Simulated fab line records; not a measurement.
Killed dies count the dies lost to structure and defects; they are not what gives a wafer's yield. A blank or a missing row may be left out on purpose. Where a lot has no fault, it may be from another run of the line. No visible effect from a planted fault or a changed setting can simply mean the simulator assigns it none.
The same fault as seen by 2 desks ; flow berkeleyCmos170 ; what lay behind the numbers comes last; until then each desk has only its own

THE TOOL OWNER'S DESK: rieDiel-01
The tool's own readings at UCB170_M3_ETCH_17 (etches BARC in N2/H2): means of the sampled wafers that have a number, for each lot that ran on this tool. Marked OUT: a lot whose mean sits more than 4 standard deviations from the usual mean, which makes it out of limits; the brackets give that distance.
Columns: A = chamberPressureMTorr at UCB170_M3_ETCH_17, usual 30.000 mTorr; B = drypumpMotorCurrentA at UCB170_M3_ETCH_17, usual 5.8 A; C = oesProductAu at UCB170_M3_ETCH_17, usual 1.006 a.u.; D = throttleValvePct at UCB170_M3_ETCH_17, usual 13.37 %
lot;first seen here;A;B;C;D
L578;day 7 12:20;30.003;5.8;1.019;13.47
L579;day 8 08:30;30.006;6.2;1.017;13.53
L582;day 8 12:55;29.994;5.5;1.004;13.49
L584;day 9 16:43;30.031;6.1;1.008;13.38
L589;day 10 17:32;24.004 (-99 or more) OUT;5.8;1.014;13.41
L590;day 10 18:14;24.002 (-99 or more) OUT;5.9;1.019;13.56
This desk's verdict: out of limits on L589, L590, starting with L589 at day 10 17:32 (chamberPressureMTorr at UCB170_M3_ETCH_17). L578, L579, L582, L584: within limits.

AT THE METROLOGY DESK
What the gauges read for every lot (on any tool): the sampled wafers with a number, averaged. Marked OUT: a lot whose mean sits more than 4 standard deviations from the usual mean, which makes it out of limits; the brackets give that distance.
Columns: A = M3_AL_RS at UCB170_M3_RS_MEAS_02, usual 0.0322 ohm/sq
lot;first seen here;A
L577;day 7 09:53;0.0324
L578;day 7 09:56;0.0320
L576;day 7 10:26;0.0328
L579;day 8 06:21;0.0330
L580;day 8 06:37;0.0324
L582;day 8 10:32;0.0322
L581;day 8 10:45;0.0326
L584;day 9 14:13;0.0321
L589;day 10 14:20;0.0318
L593;day 10 14:37;0.0323
L590;day 10 14:55;0.0318
L594;day 11 12:57;0.0321
L596;day 11 13:01;0.0316
L597;day 12 09:37;0.0323
This desk's verdict: no lot among the 14 shows anything out of limits.

TAKEN TOGETHER
On L589, L590, at day 10 17:32, an alarm was possible from the tool owner's desk.
From the metrology desk's view, nothing was out of limits.
The metrology desk holds a record of L589, L590, inside its limits.
UCB170_M3_ETCH_17 was run on rieDiel-01 by each of the lots named.

WHAT THE SIMULATOR HAD PUT IN
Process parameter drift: rieDiel-01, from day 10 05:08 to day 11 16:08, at UCB170_M3_ETCH_17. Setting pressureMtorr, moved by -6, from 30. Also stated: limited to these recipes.
Shown lots that were struck: L589, L590.
Hours from the fault's start to each desk's first reading out of limits: the tool owner's desk, 12.
